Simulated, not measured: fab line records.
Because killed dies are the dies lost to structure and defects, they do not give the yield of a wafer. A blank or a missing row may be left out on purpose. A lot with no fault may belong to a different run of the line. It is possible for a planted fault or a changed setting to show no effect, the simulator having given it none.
Which of the tools did it? | flow rit_cmos | Sampling: 15 lots, 45 wafers, 2 of 202 route steps

== WHAT EACH GAUGE READ, for each wafer ==
The record lacks any reading of a measuring or inspecting step that a usual standard deviation could be used to judge.

== EACH LOT AND THE TOOL THAT RAN IT (in order: tool; ch and the chambers of the sampled wafers; start) ==
lot  | RIT_ACTIVE_OXIDATION_01      | RIT_M1_PROBE_99
L283 | furnace-03 ch 0, day 1 10:07 | -
L284 | furnace-01 ch 0, day 1 17:08 | -
L285 | furnace-01 ch 0, day 2 00:35 | -
L286 | furnace-03 ch 0, day 2 04:52 | -
L287 | furnace-04 ch 0, day 2 07:16 | -
L288 | furnace-04 ch 0, day 2 12:05 | -
L290 | furnace-04 ch 0, day 2 21:44 | prober-01, day 5 11:10
L291 | furnace-04 ch 0, day 3 03:22 | prober-02, day 5 14:33
L292 | furnace-01 ch 0, day 3 08:39 | -
L294 | furnace-04 ch 0, day 3 17:49 | prober-01, day 6 15:14
L295 | furnace-04 ch 0, day 4 00:56 | prober-02, day 6 21:38
L300 | furnace-01 ch 0, day 5 03:54 | -
L301 | furnace-01 ch 0, day 5 09:32 | -
L302 | furnace-01 ch 0, day 5 09:32 | -
L304 | furnace-01 ch 0, day 5 23:19 | -
- RIT_ACTIVE_OXIDATION_01: target thk 46.8 nm, ox time 3360 s.
- RIT_M1_PROBE_99

== WHAT THE TOOLS THEMSELVES READ (means of the sampled wafers that have a number; where no wafer has one, the mark that the record gives instead) ==
RIT_M1_PROBE_99. Usual: killed_at_contacts 0.1, standard deviation 0.28; killed_at_front_end 7.1, standard deviation 2.8; killed_dies 7.1, standard deviation 2.9; killed_on_rim 1.9, standard deviation 1.5; killed_open 3.4, standard deviation 2; killed_short 3.6, standard deviation 2.1.
lot  | tool      | killed_at_contacts | killed_at_front_end | killed_dies | killed_on_rim | killed_open | killed_short | flag
L290 | prober-01 | 0.0                | 6.7                 | 6.7         | 1.0           | 3.0         | 3.0          |
L291 | prober-02 | 0.0                | 183.7               | 183.7       | 51.3          | 1.3         | 1.3          | OFF
L294 | prober-01 | 0.0                | 185.7               | 185.7       | 49.3          | 1.7         | 2.0          | OFF
L295 | prober-02 | 0.0                | 185.7               | 185.7       | 51.0          | 2.3         | 4.7          | OFF

== THE ANSWER, worked out from the rows above alone ==
Rule: a lot is off if the mean of its wafers that have a number lies more than 3 standard deviations from the usual mean. A lot without any number at a reading at which 4 lots or more have one is off too. Any other lot the step has rows for is counted as sound. Order of review: gauges by route order, followed by the tools' own readings, for which a lot's mean as printed above is used. The first step at which some lot is off is used, and at that step the reading that is off furthest; a lot without a number counts as furthest.
Off: L291, L294, L295 (RIT_M1_PROBE_99, killed_at_front_end). Neither off nor sound, because the step has no rows for them: L283, L284, L285, L286, L287, L288, L292, L300, L301, L302, L304.
If a tool, at that step or one of the process steps before it, ran each lot that is off and ran no sound lot following the first of them, it fits. One candidate fits, namely furnace-04 at RIT_ACTIVE_OXIDATION_01. A fault onset in the window from L290 (day 2 21:44, its last sound lot) to L291 (day 3 03:22, its first lot off) fits.

== WHAT WAS PUT IN BY THE SIMULATOR ==
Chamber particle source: furnace-04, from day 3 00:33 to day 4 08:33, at RIT_ACTIVE_OXIDATION_01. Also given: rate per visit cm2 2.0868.
Struck lots among those shown: L291, L294, L295. This agrees with what the rule above found.
